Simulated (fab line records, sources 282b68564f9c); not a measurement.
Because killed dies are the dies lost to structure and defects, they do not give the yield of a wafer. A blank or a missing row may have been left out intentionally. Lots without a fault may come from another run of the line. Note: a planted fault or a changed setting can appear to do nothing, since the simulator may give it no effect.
The tool behind it: which one? | flow rit-cmos | 7 lots with 21 wafers sampled at 2 steps, on a route of 202 steps

== WHAT THE GAUGES SHOWED, per wafer ==
RIT_WELLDRIVE_RS_MEAS_01: measures by four-point-probe.
lot  | measured    | on            | NWELL_RS (ohm/sq)
L328 | day 2 10:55 | film-metro-01 | 275.7 276.1 275.2
L330 | day 2 18:43 | film-metro-02 | 275.1 275.2 274.9
L332 | day 3 13:27 | film-metro-02 | 300.4 300.9 301.6
L335 | day 4 01:55 | film-metro-03 | 277.2 276.9 276.4
L343 | day 5 14:48 | film-metro-03 | 276.9 277.2 277.1
L346 | day 6 06:42 | film-metro-03 | 277.1 276.2 276.4
L349 | day 6 19:26 | film-metro-02 | 276.0 275.4 276.3

== WHICH TOOL RAN EACH LOT (tool, then ch and the chambers of the sampled wafers, then the start) ==
lot  | RIT_WELLDRIVE_ANNEAL_00
L328 | furnace-03 ch 0, day 2 05:50
L330 | furnace-04 ch 0, day 2 13:38
L332 | furnace-01 ch 0, day 3 08:22
L335 | furnace-03 ch 0, day 3 20:50
L343 | furnace-04 ch 0, day 5 09:42
L346 | furnace-03 ch 0, day 6 01:37
L349 | furnace-04 ch 0, day 6 14:19
- RIT_WELLDRIVE_ANNEAL_00: time 14700 s.

== THE ANSWER, worked out from the rows above alone ==
Rule: the usual values come from the lots themselves. Put in order of their means at a reading, lots are off if they are a third of the lots or fewer, leave a main group of 4 or more, and stand apart from it by a gap of 3 or more times the standard deviation of the main group's means; of several such gaps the widest counts. A main group whose means are all the same, to the digits that the tables above print for the reading, isn't used. A lot without any number at a reading at which 4 lots or more have one is off too. Any other lot the step has rows for is counted as sound.
Off: at RIT_WELLDRIVE_RS_MEAS_01 (NWELL_RS), L332. Mean 276.2 ohm/sq and standard deviation 0.7 in the main group.
If a tool, at a process step before that reading, ran all the lots that are off and no sound lot after the first of them, it fits. Gauges at RIT_WELLDRIVE_RS_MEAS_01: tried the same way as those tools. One candidate fits, namely furnace-01 at RIT_WELLDRIVE_ANNEAL_00. It ran no sound lot before its first lot that is off in this sample, so the start can't be narrowed down.

== WHAT THE SIMULATOR HAD INSERTED ==
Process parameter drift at RIT_WELLDRIVE_ANNEAL_00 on furnace-01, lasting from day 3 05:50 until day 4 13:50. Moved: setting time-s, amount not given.
Lots struck among those shown: L332. The rule above reached the same finding.
